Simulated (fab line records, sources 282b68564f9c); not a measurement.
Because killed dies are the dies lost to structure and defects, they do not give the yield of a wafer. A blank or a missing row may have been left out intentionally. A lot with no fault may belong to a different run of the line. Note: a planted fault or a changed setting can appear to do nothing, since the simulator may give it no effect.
fab line records    flow rit-cmos
record lots=6  wafers=18  last-day=7
route steps=202 shown SPACER@127 NSD@131 PSD@142 SDANNEAL@153 PLDD@159 M1@202
lots untouched by any fault: they come from a run of this same line in which no faults occurred
start-h: the number of hours between the record's first day and the start of the first shown wafer of the lot    wait-h: time in hours since the lot's previous step    " same as the row above    L1.1+2: one row covering several wafers at once    - no value present, or no start provided    * or withheld: withheld    < > ~ a bound
route shown NAME@n: NAME is a module with steps in the file, n the number in the route of the first one    usual: the fault-free wafers' mean and standard deviation    same: alike in all rows    chamber/n: place in a boat    sites: per-site readings    _std_site: standard deviation of those values    _edge_site: outer sites' mean less inner sites'    radius-mm: how far each site lies from the wafer's centre    mask NAME#n: copy n    behind: the last tool/chamber to shape the wafer    hold: what put the lot on hold/how long, in hours/how the hold closed    device: transistor that didn't switch, given as n, p or np    end of line: tests of these same wafers at the route's end    for a step that has no rows: nothing shown but its recipe    killed: the dies lost at the first sort to structure and to defects; this is not the yield of the wafer    map: a wafer's dies, x killed, . not, _ none there
set.NAME: the setting that was run; set.NAME@STEP: the one run at that earlier step    model.NAME: the simulator's own value behind a step, which no gauge read
certain route steps with their lots: each step a table, each wafer a row
services: a tool's chamber out of use, with start hour (start-h, from the record's first day; less than 0 if before it), hours out, and reason
## steps
# step RIT_SPACER_CLEAN_02
# recipe chemistry=SC2  mix=3:3:50  time-s=600  temp-c=75  dry=n2-spin
# step RIT_SPACER_CVD_03
# recipe material=Si3N4  target-thk-nm=250  temp-c=810  precursor=SiH2Cl2/NH3  time-s=3300  pressure-mtorr=300  sih2cl2-flow-sccm=60  nh3-flow-sccm=150
# step RIT_SPACER_THK_MEAS_04
# recipe reads=Si3N4_of_SPACER_CVD_03
# usual SPACER_NITRIDE_THK=249.8/2.1
lot.wafer  tool           chamber  start-h  wait-h  SPACER_NITRIDE_THK[nm]
L926.4     film-metro-03  -        58.84    0.0     249.0
L926.5     "              -        "        "       252.4
L926.6     "              -        "        "       250.1
L927.2     film-metro-03  -        61.84    0.0     247.7
L927.3     "              -        "        "       249.4
L927.6     "              -        "        "       250.1
L934.2     film-metro-01  -        100.56   0.0     249.9
L934.4     "              -        "        "       250.9
L934.6     "              -        "        "       247.3
L935.1     film-metro-03  -        108.75   0.0     249.6
L935.3     "              -        "        "       250.7
L935.6     "              -        "        "       250.2
L945.2     film-metro-01  -        156.68   0.0     246.8
L945.3     "              -        "        "       247.5
L945.4     "              -        "        "       248.2
L947.1     film-metro-03  -        165.20   0.0     251.4
L947.3     "              -        "        "       252.7
L947.6     "              -        "        "       253.2
# step RIT_SPACER_ETCHBACK_05
# recipe target-depth-a=2500  SF6_flow_sccm=30  CHF3_flow_sccm=30  target=Si3N4  chemistry=SF6/CHF3  pressure-mtorr=40  rf-w=250  time-s=240  stop-on=SiO2
# usual drypump-motor-current-A=5.8/0.39  oes-product-au=0.850/0.012  throttle-valve-pct=10.23/0.092
lot.wafer  tool         chamber  start-h  wait-h  drypump-motor-current-A  oes-product-au  rf-hours-counter-h  throttle-valve-pct
L926.4     rie-diel-01  2        58.87    0.0     5.4                      0.845           1                   10.22
L926.5     "            3        "        "       5.9                      0.844           -                   10.33
L926.6     "            0        "        "       5.1                      0.849           -                   10.15
L927.2     rie-diel-02  3        61.89    0.0     6.3                      0.847           38                  10.26
L927.3     "            2        "        "       5.9                      0.839           19                  10.35
L927.6     "            1        "        "       5.6                      0.876           -                   10.13
L934.2     rie-diel-04  1        100.61   0.0     6.4                      0.849           151                 10.07
L934.4     "            3        "        "       5.7                      0.845           35                  10.34
L934.6     "            2        "        "       6.2                      0.837           -                   10.28
L935.1     rie-diel-01  1        108.81   0.1     6.2                      0.841           98                  10.16
L935.3     "            0        "        "       5.1                      0.849           22                  10.17
L935.6     "            1        "        "       6.2                      0.838           -                   10.15
L945.2     rie-diel-04  3        156.73   0.0     5.7                      0.840           36                  10.31
L945.3     "            0        "        "       5.6                      0.843           52                  10.16
L945.4     "            0        "        "       5.6                      0.841           -                   10.16
L947.1     rie-diel-02  2        165.26   0.1     5.9                      0.837           21                  10.38
L947.3     "            0        "        "       5.4                      0.867           93                  10.32
L947.6     "            3        "        "       6.3                      0.868           -                   10.26
# step RIT_NSD_HMDS_00
# recipe prime-time-s=60  prime-temp-c=140
# step RIT_NSD_COAT_01
# recipe resist=NOVOLAK  spin-rpm=3227  resist-thk-nm=1000
# step RIT_NSD_SOFTBAKE_02
# recipe resist=NOVOLAK  temp-c=90  time-s=60
# step RIT_NSD_EXPOSE_03
# recipe mask-id=M9  na=0.57  target-cd-nm=40700  dose-mj=250
# step RIT_NSD_PEB_04
# recipe resist=NOVOLAK  temp-c=withheld  time-s=withheld
# step RIT_NSD_DEVELOP_05
# recipe resist=NOVOLAK  develop-time-s=50  dev-temp-c=23
# step RIT_NSD_OVL_MEAS_06
# usual NSD_OVL=0.6/1.4
lot.wafer  tool        chamber  start-h  wait-h  NSD_OVL[nm]
L926.4     overlay-02  -        59.89    -       -2.9
L926.5     "           -        "        "       -1.7
L926.6     "           -        "        "       -2.8
L927.2     overlay-01  -        62.90    -       1.6
L927.3     "           -        "        "       0.9
L927.6     "           -        "        "       0.7
L934.2     overlay-01  -        101.75   -       0.8
L934.4     "           -        "        "       0.7
L934.6     "           -        "        "       1.7
L935.1     overlay-02  -        109.94   -       0.3
L935.3     "           -        "        "       0.4
L935.6     "           -        "        "       -1.4
L945.2     overlay-01  -        158.12   -       0.4
L945.3     "           -        "        "       1.2
L945.4     "           -        "        "       1.2
L947.1     overlay-01  -        166.26   -       -0.2
L947.3     "           -        "        "       1.7
L947.6     "           -        "        "       1.2
# step RIT_NSD_HARDBAKE_07
# recipe resist=NOVOLAK  temp-c=140  time-s=60
# step RIT_NSD_IMPLANT_08
# recipe species=P  energy-kev=25  dose-cm2=1e+15  tilt-deg=7
# usual beam-energy-keV=25.000/0.0069  beam-on-s=10.00/0.19  end-station-pressure-torr=7.5e-06/3.6e-07
lot.wafer  tool          chamber  start-h  wait-h  beam-energy-keV  beam-on-s  end-station-pressure-torr  model.implant.rp-nm  model.implant.drp-nm
L926.4     implanter-01  0        60.13    0.1     24.989           10.08      7.4e-06                    33.41                14.84
L926.5     "             0        "        "       24.992           10.08      7e-06                      33.41                14.84
L926.6     "             0        "        "       24.986           10.03      7.8e-06                    33.41                14.84
L927.2     implanter-01  0        63.10    0.1     24.992           10.02      7.8e-06                    32.14                14.84
L927.3     "             0        "        "       25.009           10.03      7.1e-06                    32.14                14.84
L927.6     "             0        "        "       25.007           10.33      7.3e-06                    32.14                14.84
L934.2     implanter-01  0        101.95   0.1     20.493           10.19      7.9e-06                    28.21                13.16
L934.4     "             0        "        "       20.497           10.04      7.9e-06                    28.21                13.16
L934.6     "             0        "        "       20.494           9.95       7.4e-06                    28.21                13.16
L935.1     implanter-01  0        110.12   0.1     20.487           10.07      7.9e-06                    28.31                13.16
L935.3     "             0        "        "       20.495           10.05      8.3e-06                    28.31                13.16
L935.6     "             0        "        "       20.500           9.87       7.7e-06                    28.31                13.16
L945.2     implanter-04  0        158.32   0.1     25.004           10.14      7.3e-06                    32.06                14.84
L945.3     "             0        "        "       25.006           9.67       7.2e-06                    32.06                14.84
L945.4     "             0        "        "       25.005           10.15      7.6e-06                    32.06                14.84
L947.1     implanter-04  0        166.63   0.1     25.010           10.31      6.9e-06                    31.27                14.84
L947.3     "             0        "        "       25.012           10.06      7.3e-06                    31.27                14.84
L947.6     "             0        "        "       24.996           9.95       7.8e-06                    31.27                14.84
# step RIT_NSD_STRIP_09
# recipe chemistry=O2  time-s=180  resist=NOVOLAK  platen-temp-c=withheld  power-w=500  pressure-mtorr=4000  o2-flow-sccm=4000
# usual drypump-motor-current-A=5.8/0.34
lot.wafer  tool             chamber  start-h  wait-h  drypump-motor-current-A  rf-hours-counter-h
L926.4     plasma-asher-04  1        60.27    0.1     5.8                      -
L926.5     "                1        "        "       5.8                      -
L926.6     "                0        "        "       6.0                      -
L927.2     plasma-asher-02  0        63.23    0.1     5.7                      41
L927.3     "                1        "        "       5.7                      -
L927.6     "                1        "        "       5.8                      -
L934.2     plasma-asher-02  0        102.08   0.1     5.7                      45
L934.4     "                1        "        "       5.8                      -
L934.6     "                0        "        "       5.7                      -
L935.1     plasma-asher-04  0        110.42   0.3     6.0                      51
L935.3     "                1        "        "       5.7                      -
L935.6     "                1        "        "       5.8                      -
L945.2     plasma-asher-02  0        158.45   0.1     5.7                      5
L945.3     "                0        "        "       5.7                      -
L945.4     "                1        "        "       5.7                      -
L947.1     plasma-asher-03  0        166.78   0.1     6.4                      31
L947.3     "                0        "        "       6.4                      -
L947.6     "                1        "        "       4.9                      -
# step RIT_NSD_TW_MEAS_10
# usual NSD_TW=3173/18
lot.wafer  tool           chamber  start-h  wait-h  NSD_TW
L926.4     film-metro-03  -        60.41    0.1     3171
L926.5     "              -        "        "       3161
L926.6     "              -        "        "       3155
L927.2     film-metro-02  -        63.41    0.1     3160
L927.3     "              -        "        "       3148
L927.6     "              -        "        "       3144
L934.2     film-metro-03  -        102.26   0.1     3017
L934.4     "              -        "        "       3006
L934.6     "              -        "        "       3006
L935.1     film-metro-02  -        110.60   0.1     3018
L935.3     "              -        "        "       3009
L935.6     "              -        "        "       3014
L945.2     film-metro-02  -        158.63   0.1     3161
L945.3     "              -        "        "       3177
L945.4     "              -        "        "       3190
L947.1     film-metro-03  -        166.96   0.1     3148
L947.3     "              -        "        "       3151
L947.6     "              -        "        "       3137
# step RIT_PSD_HMDS_00
# recipe prime-time-s=60  prime-temp-c=140
# step RIT_PSD_COAT_01
# recipe resist=NOVOLAK  spin-rpm=3250  resist-thk-nm=1000
# step RIT_PSD_SOFTBAKE_02
# recipe resist=NOVOLAK  temp-c=88.81  time-s=60
# step RIT_PSD_EXPOSE_03
# recipe mask-id=M10  na=0.57  target-cd-nm=40900  dose-mj=250
# step RIT_PSD_PEB_04
# recipe resist=NOVOLAK  temp-c=withheld  time-s=withheld
# step RIT_PSD_DEVELOP_05
# recipe resist=NOVOLAK  develop-time-s=50  dev-temp-c=23
# step RIT_PSD_OVL_MEAS_06
# usual PSD_OVL=-0.1/1.3
lot.wafer  tool        chamber  start-h  wait-h  PSD_OVL[nm]
L926.4     overlay-02  -        61.31    -       -0.9
L926.5     "           -        "        "       0.7
L926.6     "           -        "        "       0.4
L927.2     overlay-01  -        64.58    -       -0.6
L927.3     "           -        "        "       0.8
L927.6     "           -        "        "       -1.3
L934.2     overlay-01  -        103.29   -       -4.0
L934.4     "           -        "        "       -0.6
L934.6     "           -        "        "       -2.1
L935.1     overlay-01  -        111.51   -       -1.0
L935.3     "           -        "        "       -0.5
L935.6     "           -        "        "       -0.8
L945.2     overlay-01  -        159.69   -       -1.8
L945.3     "           -        "        "       -1.0
L945.4     "           -        "        "       0.4
L947.1     overlay-02  -        167.89   -       -1.2
L947.3     "           -        "        "       -1.3
L947.6     "           -        "        "       -1.0
# step RIT_PSD_HARDBAKE_07
# recipe resist=NOVOLAK  temp-c=140  time-s=60
# step RIT_PSD_IMPLANT_08
# recipe species=BF2  energy-kev=27  dose-cm2=5e+15  tilt-deg=7
# step RIT_PSD_STRIP_09
# recipe chemistry=O2  time-s=180  resist=NOVOLAK  platen-temp-c=withheld  power-w=500  pressure-mtorr=4000  o2-flow-sccm=4000
# usual drypump-motor-current-A=5.8/0.57
lot.wafer  tool             chamber  start-h  wait-h  drypump-motor-current-A  rf-hours-counter-h
L926.4     plasma-asher-03  0        61.69    0.1     6.4                      -
L926.5     "                0        "        "       6.4                      -
L926.6     "                1        "        "       4.9                      -
L927.2     plasma-asher-01  0        65.02    0.1     5.2                      44
L927.3     "                0        "        "       5.2                      -
L927.6     "                0        "        "       5.2                      -
L934.2     plasma-asher-01  0        103.62   0.1     5.2                      48
L934.4     "                0        "        "       5.2                      -
L934.6     "                1        "        "       6.5                      -
L935.1     plasma-asher-01  0        111.90   0.2     5.3                      50
L935.3     "                1        "        "       6.5                      -
L935.6     "                1        "        "       6.5                      -
L945.2     plasma-asher-01  0        160.02   0.1     5.2                      55
L945.3     "                0        "        "       5.2                      -
L945.4     "                1        "        "       6.5                      -
L947.1     plasma-asher-02  1        168.22   0.1     5.8                      6
L947.3     "                1        "        "       5.8                      -
L947.6     "                0        "        "       5.7                      -
# step RIT_PSD_TW_MEAS_10
# usual PSD_TW=3484/19
lot.wafer  tool           chamber  start-h  wait-h  PSD_TW
L926.4     film-metro-02  -        61.83    0.1     3468
L926.5     "              -        "        "       3487
L926.6     "              -        "        "       3469
L927.2     film-metro-04  -        65.20    0.1     3484
L927.3     "              -        "        "       3480
L927.6     "              -        "        "       3504
L934.2     film-metro-04  -        103.81   0.1     3497
L934.4     "              -        "        "       3519
L934.6     "              -        "        "       3521
L935.1     film-metro-02  -        112.08   0.1     3488
L935.3     "              -        "        "       3495
L935.6     "              -        "        "       3492
L945.2     film-metro-02  -        160.21   0.1     3497
L945.3     "              -        "        "       3495
L945.4     "              -        "        "       3470
L947.1     film-metro-03  -        168.40   0.1     3465
L947.3     "              -        "        "       3477
L947.6     "              -        "        "       3451
# step RIT_SDANNEAL_CLEAN_00
# recipe chemistry=SC1  mix=3:3:50  time-s=600  temp-c=75
# step RIT_SDANNEAL_CLEAN_01
# recipe chemistry=dHF  dilution=50:1  time-s=30
# step RIT_SDANNEAL_CLEAN_02
# recipe chemistry=SC2  mix=3:3:50  time-s=600  temp-c=75  dry=n2-spin
# step RIT_SDANNEAL_RTA_03
# recipe temp-c=1050  time-s=5  idle-temp-c=600  ramp-up-c-per-s=342  ramp-down-c-per-s=171  cool-to-c=600  ambient=N2
# usual anneal-temp-c-max=1053.8/0.74  chamber-o2-ppm=1.998/0.02  ramp-down-c-per-s=171.00/0.033  wafer_temp_C_max=1053.5/1.1
lot.wafer  tool           chamber  start-h  wait-h  anneal-temp-c-max  chamber-o2-ppm  ramp-down-c-per-s  wafer_temp_C_max
L926.4     rtp-anneal-02  0        62.26    0.0     1053.4             1.983           171.00             1054.4
L926.5     "              0        "        "       1053.4             2.016           171.01             1053.7
L926.6     "              0        "        "       1055.2             1.980           171.02             1053.8
L927.2     rtp-anneal-01  0        65.70    0.0     1053.3             1.960           171.09             1052.6
L927.3     "              0        "        "       1053.0             1.986           170.95             1053.4
L927.6     "              0        "        "       1053.2             1.961           170.98             1055.9
L934.2     rtp-anneal-02  0        104.27   0.0     1053.1             1.993           170.98             1053.5
L934.4     "              0        "        "       1054.1             1.989           171.05             1051.7
L934.6     "              0        "        "       1054.3             2.002           170.93             1053.8
L935.1     rtp-anneal-01  0        112.50   0.0     1054.2             1.992           170.97             1054.1
L935.3     "              0        "        "       1053.5             1.999           171.02             1052.3
L935.6     "              0        "        "       1051.9             2.022           171.00             1053.1
L945.2     rtp-anneal-01  0        160.64   0.0     1053.3             2.006           170.98             1054.6
L945.3     "              0        "        "       1054.0             2.006           171.00             1054.1
L945.4     "              0        "        "       1053.7             1.996           171.03             1054.3
L947.1     rtp-anneal-01  0        168.86   0.0     1054.2             1.992           170.96             1053.0
L947.3     "              0        "        "       1053.9             1.994           171.01             1053.9
L947.6     "              0        "        "       1054.0             2.019           171.03             1052.6
# step RIT_SDANNEAL_RS_MEAS_04
# recipe thk-meas-gauge=four-point-probe
# usual PSD_RS=116.1/0.33
lot.wafer  tool           chamber  start-h  wait-h  PSD_RS[ohm/sq]
L926.4     film-metro-02  -        62.35    0.1     115.9
L926.5     "              -        "        "       115.7
L926.6     "              -        "        "       115.7
L927.2     film-metro-03  -        65.77    0.1     115.7
L927.3     "              -        "        "       115.6
L927.6     "              -        "        "       115.9
L934.2     film-metro-03  -        104.39   0.1     116.0
L934.4     "              -        "        "       116.2
L934.6     "              -        "        "       115.5
L935.1     film-metro-02  -        112.56   0.0     115.6
L935.3     "              -        "        "       115.6
L935.6     "              -        "        "       115.5
L945.2     film-metro-04  -        160.71   0.1     116.7
L945.3     "              -        "        "       116.8
L945.4     "              -        "        "       116.2
L947.1     film-metro-03  -        168.92   0.0     116.1
L947.3     "              -        "        "       116.1
L947.6     "              -        "        "       116.0
# step RIT_SDANNEAL_RS_MEAS_05
# recipe thk-meas-gauge=four-point-probe
# usual NSD_RS=84.71/0.27
lot.wafer  tool           chamber  start-h  wait-h  NSD_RS[ohm/sq]
L926.4     film-metro-02  -        62.47    0.1     84.33
L926.5     "              -        "        "       84.45
L926.6     "              -        "        "       84.52
L927.2     film-metro-03  -        65.89    0.1     84.42
L927.3     "              -        "        "       84.78
L927.6     "              -        "        "       84.62
L934.2     film-metro-03  -        104.51   0.1     86.66
L934.4     "              -        "        "       86.04
L934.6     "              -        "        "       86.39
L935.1     film-metro-02  -        112.68   0.1     86.54
L935.3     "              -        "        "       86.68
L935.6     "              -        "        "       86.31
L945.2     film-metro-04  -        160.83   0.1     84.77
L945.3     "              -        "        "       85.24
L945.4     "              -        "        "       85.21
L947.1     film-metro-03  -        169.04   0.1     84.92
L947.3     "              -        "        "       84.71
L947.6     "              -        "        "       84.58
# step RIT_SDANNEAL_RS_MEAS_06
# recipe thk-meas-gauge=four-point-probe
# usual PLDD_RS=178.8/0.45
lot.wafer  tool           chamber  start-h  wait-h  PLDD_RS[ohm/sq]
L926.4     film-metro-02  -        62.59    0.1     178.7
L926.5     "              -        "        "       178.7
L926.6     "              -        "        "       178.6
L927.2     film-metro-03  -        66.01    0.1     178.6
L927.3     "              -        "        "       178.4
L927.6     "              -        "        "       178.9
L934.2     film-metro-03  -        104.63   0.1     177.9
L934.4     "              -        "        "       179.1
L934.6     "              -        "        "       178.6
L935.1     film-metro-02  -        112.80   0.1     178.6
L935.3     "              -        "        "       178.1
L935.6     "              -        "        "       178.2
L945.2     film-metro-04  -        160.95   0.1     179.6
L945.3     "              -        "        "       179.6
L945.4     "              -        "        "       179.2
L947.1     film-metro-03  -        169.16   0.1     179.2
L947.3     "              -        "        "       178.5
L947.6     "              -        "        "       179.0
# step RIT_M1_PROBE_99
# usual killed-at-front-end=7/3.3  killed-dies=7/3.3  killed-open=3.3/1.9  killed-short=3.6/2.1
# same gross-dies=264  killed_at_M0_to_M3=0  killed_at_M4_up=0  killed-at-back-side=0  killed-at-contacts=0  killed-at-other=0
lot.wafer  tool       chamber  start-h  wait-h  killed-at-front-end  killed-dies  killed-open  killed-short  model.etest.contact-nplus.end-ohm-um  model.etest.nmos_0p15.junction-log10-a-um  model.etest.nmos-narrow.off-log10-a-um  model.etest.nmos_0p3.off-log10-a-um
L926.4     prober-01  -        69.76    0.2     2                    2            1            1             39.61                                 -13.67                                     -13.29                                  -13.16
L926.5     prober-01  -        69.81    0.2     5                    5            4            1             39.75                                 -13.52                                     -13.21                                  -13.11
L926.6     prober-01  -        69.86    0.2     4                    4            1            3             40.51                                 -13.62                                     -13.42                                  -13.14
L927.2     prober-02  -        73.44    0.1     9                    9            4            5             41.83                                 -13.26                                     -13.16                                  -13.06
L927.3     prober-02  -        73.49    0.2     4                    4            4            0             40.53                                 -13.57                                     -13.02                                  -13
L927.6     prober-02  -        73.64    0.2     4                    4            2            2             42.39                                 -13.75                                     -13.26                                  -12.94
L934.2     prober-01  -        111.93   0.1     9                    9            5            4             47.26                                 -13.21                                     -12.85                                  -12.89
L934.4     prober-01  -        112.03   0.2     7                    7            5            2             47.13                                 -13.32                                     -13.13                                  -12.88
L934.6     prober-01  -        112.13   0.2     4                    4            1            3             48.69                                 -13.11                                     -12.93                                  -12.92
L935.1     prober-02  -        119.85   0.1     7                    7            3            4             47.62                                 -13.54                                     -13.05                                  -12.93
L935.3     prober-02  -        119.95   0.2     7                    7            4            3             46.88                                 -13.47                                     -13.1                                   -12.9
L935.6     prober-02  -        120.10   0.2     10                   10           6            4             48.2                                  -13.2                                      -13                                     -12.74
L945.2     prober-02  -        168.27   0.1     6                    6            5            1             43.48                                 -13.42                                     -13                                     -13.08
L945.3     prober-02  -        168.32   0.2     4                    4            2            2             41.33                                 -13.45                                     -13.19                                  -13.13
L945.4     prober-02  -        168.37   0.2     8                    8            5            3             42.43                                 -13.55                                     -13.17                                  -12.9
L947.1     prober-02  -        176.68   0.1     6                    6            2            4             42.28                                 -13.49                                     -13.14                                  -12.84
L947.3     prober-02  -        176.78   0.2     4                    4            1            3             41.61                                 -13.49                                     -13.23                                  -12.97
L947.6     prober-02  -        176.93   0.2     6                    6            1            5             41.82                                 -13.29                                     -13.28                                  -13.03
# killed by level:class
L926.4 SPACER:geometric-particle:open=1 SILICIDE:geometric-particle:short=1
L926.5 FOX1:geometric-particle:open=2 FOX2:geometric-particle:short=1 GATE:geometric-particle:open=1 REOX:geometric-particle:open=1
L926.6 FOX1:geometric-particle:short=1 FOX1:geometric-particle:open=1 REOX:geometric-particle:short=1 SPACER:geometric-particle:short=1
L927.2 REOX:geometric-particle:short=2 SILICIDE:geometric-particle:open=2 ACTIVE:geometric-particle:short=1 FOX1:geometric-particle:open=1 FOX2:geometric-particle:open=1 GATE:geometric-particle:short=1 SPACER:geometric-particle:short=1
L927.3 REOX:geometric-particle:open=2 GATE:geometric-particle:open=1 SILICIDE:geometric-particle:open=1
L927.6 FOX2:geometric-particle:open=1 FOX2:geometric-particle:short=1 GATE:geometric-particle:open=1 GATE:geometric-particle:short=1
L934.2 FOX1:geometric-particle:open=2 FOX2:geometric-particle:short=2 FOX1:geometric-particle:short=1 FOX2:geometric-particle:open=1 GATE:geometric-particle:short=1 SPACER:geometric-particle:open=1 SILICIDE:geometric-particle:open=1
L934.4 REOX:geometric-particle:open=3 GATE:geometric-particle:short=2 SILICIDE:geometric-particle:open=2
L934.6 FOX1:geometric-particle:short=1 GATE:geometric-particle:short=1 REOX:geometric-particle:short=1 SPACER:geometric-particle:open=1
L935.1 GATE:geometric-particle:short=4 FOX1:geometric-particle:open=1 FOX2:geometric-particle:open=1 GATE:geometric-particle:open=1
L935.3 GATE:geometric-particle:open=3 SPACER:geometric-particle:short=2 FOX1:geometric-particle:open=1 GATE:geometric-particle:short=1
L935.6 FOX1:geometric-particle:short=2 GATE:geometric-particle:short=2 SPACER:geometric-particle:open=2 FOX1:geometric-particle:open=1 GATE:geometric-particle:open=1 REOX:geometric-particle:open=1 SILICIDE:geometric-particle:open=1
L945.2 GATE:geometric-particle:open=2 FOX1:geometric-particle:open=1 FOX2:geometric-particle:open=1 GATE:geometric-particle:short=1 REOX:geometric-particle:open=1
L945.3 GATE:geometric-particle:short=2 GATE:geometric-particle:open=1 REOX:geometric-particle:open=1
L945.4 GATE:geometric-particle:open=3 GATE:geometric-particle:short=2 REOX:geometric-particle:short=1 SPACER:geometric-particle:open=1 SILICIDE:geometric-particle:open=1
L947.1 GATE:geometric-particle:short=2 GATE:geometric-particle:open=1 REOX:geometric-particle:short=1 SPACER:geometric-particle:short=1 SILICIDE:geometric-particle:open=1
L947.3 SPACER:geometric-particle:short=2 FOX2:geometric-particle:short=1 GATE:geometric-particle:open=1
L947.6 FOX1:geometric-particle:short=2 GATE:geometric-particle:short=2 FOX2:geometric-particle:short=1 GATE:geometric-particle:open=1
## services
tool             chamber  start-h  hours  kind
implanter-04     -        38.37    0.7    repair
plasma-asher-03  -        41.25    0.8    repair
rie-diel-01      0        43.39    5.3    repair
rie-diel-01      1        43.80    5.5    repair
rie-diel-01      3        47.80    8.6    repair
rie-diel-04      2        54.72    5.8    repair
rie-diel-02      3        67.37    15.7   repair
rie-diel-01      1        68.45    7.7    repair
rtp-anneal-01    -        68.49    3.4    pm
plasma-asher-03  -        99.91    28.1   pm
rie-diel-01      2        102.47   12.0   repair
plasma-asher-02  -        108.75   9.0    pm
plasma-asher-02  0        108.75   9.0    vent-cycle
plasma-asher-02  1        108.75   9.0    vent-cycle
plasma-asher-02  0        117.75   -      clean
plasma-asher-02  1        117.75   -      clean
rie-diel-04      -        126.30   2.6    repair
plasma-asher-01  -        129.07   1.5    repair
implanter-04     -        131.21   5.2    repair
plasma-asher-03  -        136.23   5.4    repair
implanter-04     -        138.11   16.1   pm
rie-diel-01      3        141.81   3.2    repair
rie-diel-04      -        149.86   0.8    repair
plasma-asher-04  -        166.80   0.8    repair
## key
first-sign step=RIT_NSD_IMPLANT_08  reading=beam-energy-keV  direction=down  sigmas=99+  usual=25.000  struck=20.495
effect step=RIT_NSD_TW_MEAS_10  reading=NSD_TW  direction=down  sigmas=9.1  usual=3173  struck=3011
effect step=RIT_SDANNEAL_RS_MEAS_05  reading=NSD_RS  direction=up  sigmas=6.3  usual=84.71  struck=86.44
model-effect step=RIT_NSD_IMPLANT_08  value=implant.rp-nm  without=32.32  struck=28.26
model-effect step=RIT_M1_PROBE_99  value=etest.contact-nplus.end-ohm-um  without=41.73  struck=47.63
met-at RIT_NSD_IMPLANT_08
struck-wafers L934.2,L934.4,L934.6,L935.1,L935.3,L935.6
tester-left-out L934,L935
loop-trim step=RIT_M1_EXPOSE_06  setting=dose  lots=L934,L935
onset-between 63.10 101.95
fault kind=process-parameter-drift  tool=implanter-01  chamber=-  onset-h=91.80  steps=RIT_NSD_IMPLANT_08  channel=energy-kev  offset=-4.5  shape=step  end-h=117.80  acts-in=these-recipes-only  stated=25
# tester-left-out: of these lots the tester's yield and bins aren't shown, on N5 and GAA mostly nor the transistor test; their killed dies are dies lost to structure and defects alone, not to doping, threshold or leakage, so they don't give the yield
# loop-trim: a control loop set the setting to another value than it would have without faults
